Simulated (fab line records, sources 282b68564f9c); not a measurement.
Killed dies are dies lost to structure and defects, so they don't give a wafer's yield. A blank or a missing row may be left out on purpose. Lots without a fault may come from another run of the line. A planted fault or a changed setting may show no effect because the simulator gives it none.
fab line records | flow rit_cmos
record lots=14 wafers=42 last_day=7
route steps=202 shown SPACER@128
lots that met no fault: from a run of the same line without faults
start_h: hours from the record's first day to the start of the lot's first wafer shown | wait_h: hours since the lot's step before | " the same as in the row above | L1.1+2: a row that stands for several wafers | - no value, or no start given | * or withheld: withheld | < > ~ a bound
route shown NAME@n: a module of which the file shows steps, and the number in the route of the first | usual: mean/standard deviation of fault-free wafers | same: alike in all rows | chamber/n: place in a boat | sites: the reading at each site | _std_site: their standard deviation | _edge_site: outer sites' mean less inner sites' | radius_mm: how far each site lies from the wafer's centre | mask NAME#n: copy n | behind: the tool/chamber that last shaped the wafer | hold: why the lot was held/for how many hours/how that ended | device: the transistor (n, p or np) that didn't switch | end of line: the same wafers' tests at the end of the route | a step without rows: its recipe alone | killed: dies lost to structure and defects at the first sort, not the wafer's yield | map: a wafer's dies, x killed, . not, _ none there
set.NAME: the setting as run; set.NAME@STEP: as run at that earlier step | model.NAME: the simulator's own value behind a step, which no gauge read
steps of the route over a sample of lots; a table a step, a row a wafer
services: from which hour (start_h, from the record's first day; less than 0 if before it) a tool's chamber was out of use, for how many hours, and why
## steps
# step RIT_SPACER_CVD_03
# recipe material=Si3N4 target_thk_nm=250 temp_c=810 precursor=SiH2Cl2/NH3 time_s=3300 pressure_mtorr=300 sih2cl2_flow_sccm=60 nh3_flow_sccm=150
# usual sih2cl2_flow_sccm=60.01/0.18 zone_power_source_pct=21.7/0.95
# same time_s=3300
# columns lot.wafer tool chamber start_h wait_h sih2cl2_flow_sccm zone_power_source_pct
L574.1 lpcvd-02 0 46.32 0.0 59.94 22.7
L574.4 " 0 " " 60.09 22.8
L574.6 " 0 " " 60.02 23.0
L575.2 lpcvd-01 1 52.93 0.0 60.33 20.0
L575.3 " 1 " " 60.29 20.2
L575.6 " 1 " " 60.36 19.9
L576.2 lpcvd-01 0 55.56 0.0 60.08 22.2
L576.3 " 0 " " 59.90 22.2
L576.4 " 0 " " 59.98 22.1
L577.3 lpcvd-01 0 62.81 0.0 60.35 21.8
L577.4 " 0 " " 60.04 21.9
L577.6 " 0 " " 60.15 22.5
L578.1 lpcvd-01 1 68.81 0.0 60.27 19.9
L578.4 " 1 " " 60.16 19.6
L578.5 " 1 " " 59.98 19.9
L579.3 lpcvd-02 0 74.15 0.0 59.80 23.0
L579.5 " 0 " " 59.96 22.6
L579.6 " 0 " " 59.62 22.8
L580.1 lpcvd-01 1 79.54 0.0 60.12 19.9
L580.3 " 1 " " 59.90 20.3
L580.4 " 1 " " 59.90 20.0
L585.1 lpcvd-01 0 105.50 0.0 60.02 22.1
L585.2 " 0 " " 59.92 22.4
L585.5 " 0 " " 60.15 22.3
L586.4 lpcvd-02 1 118.52 0.0 90.10 21.7
L586.5 " 1 " " 90.10 21.3
L586.6 " 1 " " 89.85 22.1
L588.1 lpcvd-02 1 125.88 0.0 89.82 22.1
L588.2 " 1 " " 90.03 21.6
L588.4 " 1 " " 89.63 21.9
L591.1 lpcvd-01 0 134.39 0.0 59.99 22.2
L591.2 " 0 " " 59.98 22.0
L591.4 " 0 " " 60.13 22.1
L592.1 lpcvd-01 1 138.71 0.0 60.08 19.8
L592.3 " 1 " " 59.74 19.9
L592.4 " 1 " " 60.04 20.1
L594.1 lpcvd-01 0 147.92 0.0 59.95 22.2
L594.2 " 0 " " 59.96 22.2
L594.3 " 0 " " 59.89 22.3
L595.1 lpcvd-01 0 150.89 0.0 60.31 22.2
L595.3 " 0 " " 59.95 22.5
L595.6 " 0 " " 60.01 22.2
# step RIT_SPACER_THK_MEAS_04
# recipe reads=Si3N4_of_SPACER_CVD_03
# usual SPACER_NITRIDE_THK=250.8/2.2
# columns lot.wafer tool chamber start_h wait_h SPACER_NITRIDE_THK[nm]
L574.1 film_metro-02 - 48.23 0.0 247.3
L574.4 " - " " 250.3
L574.6 " - " " 249.1
L575.2 film_metro-01 - 54.86 0.0 247.6
L575.3 " - " " 248.8
L575.6 " - " " 248.8
L576.2 film_metro-01 - 57.48 0.0 253.4
L576.3 " - " " 250.8
L576.4 " - " " 251.6
L577.3 film_metro-03 - 64.75 0.0 250.2
L577.4 " - " " 248.3
L577.6 " - " " 249.1
L578.1 film_metro-02 - 70.72 0.0 254.1
L578.4 " - " " 253.0
L578.5 " - " " 251.5
L579.3 film_metro-03 - 76.08 0.0 247.9
L579.5 " - " " 247.7
L579.6 " - " " 247.4
L580.1 film_metro-03 - 81.45 0.0 251.2
L580.3 " - " " 251.1
L580.4 " - " " 252.1
L585.1 film_metro-03 - 107.42 0.0 254.8
L585.2 " - " " 253.3
L585.5 " - " " 254.8
L586.4 film_metro-01 - 120.47 0.0 283.7
L586.5 " - " " 282.5
L586.6 " - " " 282.5
L588.1 film_metro-02 - 127.79 0.0 289.5
L588.2 " - " " 287.8
L588.4 " - " " 289.4
L591.1 film_metro-01 - 136.30 0.0 251.2
L591.2 " - " " 252.5
L591.4 " - " " 251.4
L592.1 film_metro-02 - 140.63 0.0 249.0
L592.3 " - " " 249.8
L592.4 " - " " 249.3
L594.1 film_metro-02 - 149.84 0.0 248.8
L594.2 " - " " 249.3
L594.3 " - " " 250.4
L595.1 film_metro-01 - 152.81 0.0 250.2
L595.3 " - " " 250.8
L595.6 " - " " 249.7
# step RIT_SPACER_ETCHBACK_05
# recipe target_depth_a=2500 SF6_flow_sccm=30 CHF3_flow_sccm=30 target=Si3N4 chemistry=SF6/CHF3 pressure_mtorr=40 rf_w=250 time_s=240 stop_on=SiO2
# usual drypump_motor_current_A=5.7/0.61 oes_product_au=0.846/0.016 throttle_valve_pct=10.29/0.14
# same time_s=240
# columns lot.wafer tool chamber start_h wait_h drypump_motor_current_A oes_product_au rf_hours_counter_h throttle_valve_pct
L574.1 rie_diel-04 2 48.29 0.1 6.1 0.816 119 10.27
L574.4 " 3 " " 6.0 0.852 170 10.09
L574.6 " 1 " " 5.3 0.827 - 10.24
L575.2 rie_diel-03 3 54.91 0.0 5.0 0.834 24 10.50
L575.3 " 1 " " 6.5 0.821 34 10.26
L575.6 " 2 " " 6.3 0.848 - 10.20
L576.2 rie_diel-04 2 57.53 0.0 6.1 0.841 119 10.29
L576.3 " 1 " " 5.3 0.836 1 10.25
L576.4 " 1 " " 5.3 0.841 - 10.27
L577.3 rie_diel-03 0 64.79 0.0 5.3 0.845 11 10.42
L577.4 " 3 " " 5.0 0.843 24 10.49
L577.6 " 1 " " 6.4 0.812 - 10.28
L578.1 rie_diel-04 2 70.78 0.1 6.0 0.838 119 10.27
L578.4 " 1 " " 5.3 0.836 1 10.25
L578.5 " 0 " " 4.9 0.875 - 10.44
L579.3 rie_diel-02 0 76.12 0.0 5.6 0.848 27 10.43
L579.5 " 0 " " 5.6 0.836 - 10.40
L579.6 " 1 " " 4.9 0.835 - 10.31
L580.1 rie_diel-03 1 81.51 0.1 6.4 0.825 34 10.25
L580.3 " 0 " " 5.3 0.860 11 10.42
L580.4 " 3 " " 5.0 0.849 24 10.49
L585.1 rie_diel-04 0 107.48 0.1 4.9 0.889 138 10.44
L585.2 " 3 " " 6.0 0.844 1 10.07
L585.5 " 0 " " 4.9 0.887 - 10.42
L586.4 rie_diel-02 3 120.50 0.0 6.4 0.921 57 10.00
L586.5 " 2 " " 6.5 0.921 - 10.36
L586.6 " 1 " " 5.0 0.914 - 10.36
L588.1 rie_diel-04 2 127.85 0.1 6.1 0.912 120 10.30
L588.2 " 0 " " 4.9 0.968 139 10.45
L588.4 " 1 " " 5.3 0.928 2 10.28
L591.1 rie_diel-03 2 136.36 0.1 6.3 0.854 55 10.21
L591.2 " 1 " " 6.5 0.824 35 10.28
L591.4 " 3 " " 5.0 0.848 25 10.48
L592.1 rie_diel-03 3 140.69 0.1 5.0 0.849 25 10.50
L592.3 " 2 " " 6.3 0.855 55 10.17
L592.4 " 0 " " 5.3 0.856 12 10.42
L594.1 rie_diel-04 1 149.90 0.1 5.3 0.827 3 10.26
L594.2 " 0 " " 4.9 0.878 139 10.44
L594.3 " 3 " " 6.1 0.842 2 10.07
L595.1 rie_diel-02 3 152.87 0.1 6.4 0.837 57 9.99
L595.3 " 1 " " 5.0 0.840 105 10.33
L595.6 " 3 " " 6.4 0.836 - 9.98
## services
# columns tool chamber start_h hours kind
rie_diel-04 3 50.62 - clean
rie_diel-04 3 50.62 15.7 scheduled_down
rie_diel-04 3 50.62 15.7 vent_cycle
rie_diel-02 1 51.43 7.6 repair
rie_diel-02 2 64.91 4.1 repair
rie_diel-03 1 82.20 9.4 repair
rie_diel-04 3 87.50 8.3 repair
rie_diel-04 3 102.17 3.8 repair
rie_diel-02 3 111.64 8.7 repair
rie_diel-04 0 129.83 13.2 repair
rie_diel-03 3 136.89 2.7 repair
rie_diel-04 0 150.33 5.3 repair
## key
first_sign step=RIT_SPACER_CVD_03 reading=sih2cl2_flow_sccm direction=up sigmas=99+ usual=60.01 struck=89.92
effect step=RIT_SPACER_THK_MEAS_04 reading=SPACER_NITRIDE_THK direction=up sigmas=16 usual=250.8 struck=285.9
effect step=RIT_SPACER_ETCHBACK_05 reading=oes_product_au direction=up sigmas=5 usual=0.846 struck=0.927
met_at RIT_SPACER_CVD_03
struck_lots L586,L588
struck_wafers L586.4,L586.5,L586.6,L588.1,L588.2,L588.4
sort_left_out L588.1,L588.2,L588.4
tester_left_out L586,L588
fault kind=process_parameter_drift tool=lpcvd-02 chamber=1 onset_h=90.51 steps=RIT_SPACER_CVD_03 channel=sih2cl2_flow_sccm offset=30 shape=step end_h=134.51 acts_in=these_recipes_only stated=60
# tester_left_out: of these lots the tester's yield and bins aren't shown, on N5 and GAA mostly nor the transistor test; their killed dies are dies lost to structure and defects alone, not to doping, threshold or leakage, so they don't give the yield
# sort_left_out: the simulated sort isn't trusted on such a fault, so these wafers' sort isn't shown, and their yield isn't known
